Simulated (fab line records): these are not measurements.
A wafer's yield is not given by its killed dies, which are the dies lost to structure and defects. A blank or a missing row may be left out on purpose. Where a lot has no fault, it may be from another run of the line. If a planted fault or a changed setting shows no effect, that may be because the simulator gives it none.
Which tool did it? :: flow berkeleyCmos170 :: 42 wafers sampled from 14 lots at 1 step of a route of 331

== WHAT EACH GAUGE READ, for each wafer ==
Not one reading of a measure or inspect step in the record can be checked against a usual standard deviation.

== WHICH TOOL RAN EACH LOT (tool, then ch and the chambers of the sampled wafers, then the start) ==
lot: L772
UCB170_PFIELD_PEB_04: lithoTrack-01 ch 0, day 4 07:26

lot: L773
UCB170_PFIELD_PEB_04: lithoTrack-01 ch 0, day 4 15:43

lot: L775
UCB170_PFIELD_PEB_04: lithoTrack-01 ch 0, day 4 23:58

lot: L774
UCB170_PFIELD_PEB_04: lithoTrack-03 ch 0, day 5 00:07

lot: L776
UCB170_PFIELD_PEB_04: lithoTrack-02 ch 0, day 5 05:59

lot: L777
UCB170_PFIELD_PEB_04: lithoTrack-01 ch 0, day 5 14:32

lot: L778
UCB170_PFIELD_PEB_04: lithoTrack-02 ch 0, day 5 15:00

lot: L779
UCB170_PFIELD_PEB_04: lithoTrack-03 ch 0, day 5 15:13

lot: L780
UCB170_PFIELD_PEB_04: lithoTrack-02 ch 0, day 6 06:30

lot: L781
UCB170_PFIELD_PEB_04: lithoTrack-03 ch 0, day 6 06:35

lot: L783
UCB170_PFIELD_PEB_04: lithoTrack-02 ch 0, day 6 11:29

lot: L782
UCB170_PFIELD_PEB_04: lithoTrack-02 ch 0, day 6 11:49

lot: L793
UCB170_PFIELD_PEB_04: lithoTrack-01, day 8 12:26

lot: L794
UCB170_PFIELD_PEB_04: lithoTrack-03, day 8 12:44
- UCB170_PFIELD_PEB_04

== WHAT THE TOOLS THEMSELVES READ (means of the sampled wafers that have a number; where no wafer has one, the mark that the record gives instead) ==
UCB170_PFIELD_PEB_04.
lot: L772
tool: lithoTrack-01
chillPlateTempC (C): 22.95
exhaustPa (Pa): 44.7
plateTempC (C): 130.07

lot: L773
tool: lithoTrack-01
chillPlateTempC (C): 22.95
exhaustPa (Pa): 44.7
plateTempC (C): 129.94

lot: L775
tool: lithoTrack-01
chillPlateTempC (C): 22.95
exhaustPa (Pa): 44.3
plateTempC (C): 130.05

lot: L774
tool: lithoTrack-03
chillPlateTempC (C): 23.14
exhaustPa (Pa): 46.2
plateTempC (C): 130.17

lot: L776
tool: lithoTrack-02
chillPlateTempC (C): 23.01
exhaustPa (Pa): 45.2
plateTempC (C): 130.02

lot: L777
tool: lithoTrack-01
chillPlateTempC (C): 22.90
exhaustPa (Pa): 45.4
plateTempC (C): 130.09

lot: L778
tool: lithoTrack-02
chillPlateTempC (C): 23.04
exhaustPa (Pa): 44.4
plateTempC (C): 129.90

lot: L779
tool: lithoTrack-03
chillPlateTempC (C): 23.02
exhaustPa (Pa): 44.9
plateTempC (C): 129.93

lot: L780
tool: lithoTrack-02
chillPlateTempC (C): 22.82
exhaustPa (Pa): 45.1
plateTempC (C): 129.89

lot: L781
tool: lithoTrack-03
chillPlateTempC (C): 23.12
exhaustPa (Pa): 45.7
plateTempC (C): 130.02

lot: L783
tool: lithoTrack-02
chillPlateTempC (C): 23.17
exhaustPa (Pa): 46.9
plateTempC (C): 130.21

lot: L782
tool: lithoTrack-02
chillPlateTempC (C): 22.88
exhaustPa (Pa): 45.8
plateTempC (C): 130.03

lot: L793
tool: lithoTrack-01
chillPlateTempC (C): -
exhaustPa (Pa): -
plateTempC (C): -

lot: L794
tool: lithoTrack-03
chillPlateTempC (C): -
exhaustPa (Pa): -
plateTempC (C): -

== THE ANSWER, worked out from the rows above alone ==
Rule: what is usual is taken from the lots themselves. The widest of any qualifying gaps counts: lots, ordered by their means at a reading, are off when they make up no more than a third of the lots, leave a main group of 4 or more, and stand apart from it by 3 or more times the standard deviation of that group's means. A main group whose means are all the same, to the digits that the tables above print for the reading, isn't used. A lot without any number at a reading at which 4 lots or more have one is off too. The other lots that the step has rows for count as sound. Order of review: gauges by route order, followed by the tools' own readings, for which a lot's mean as printed above is used. The first step at which some lot is off is used, and at that step the reading that is off furthest; a lot without a number counts as furthest.
Off: L793, L794 (UCB170_PFIELD_PEB_04, chillPlateTempC). Without a number there: L793, L794. Mean 23.00 C and standard deviation 0.1 in the main group.
If a tool, at that step or one of the process steps before it, ran each lot that is off and ran no sound lot following the first of them, it fits. Not one of the candidates tried fits.

== WHAT THE SIMULATOR HAD INSERTED ==
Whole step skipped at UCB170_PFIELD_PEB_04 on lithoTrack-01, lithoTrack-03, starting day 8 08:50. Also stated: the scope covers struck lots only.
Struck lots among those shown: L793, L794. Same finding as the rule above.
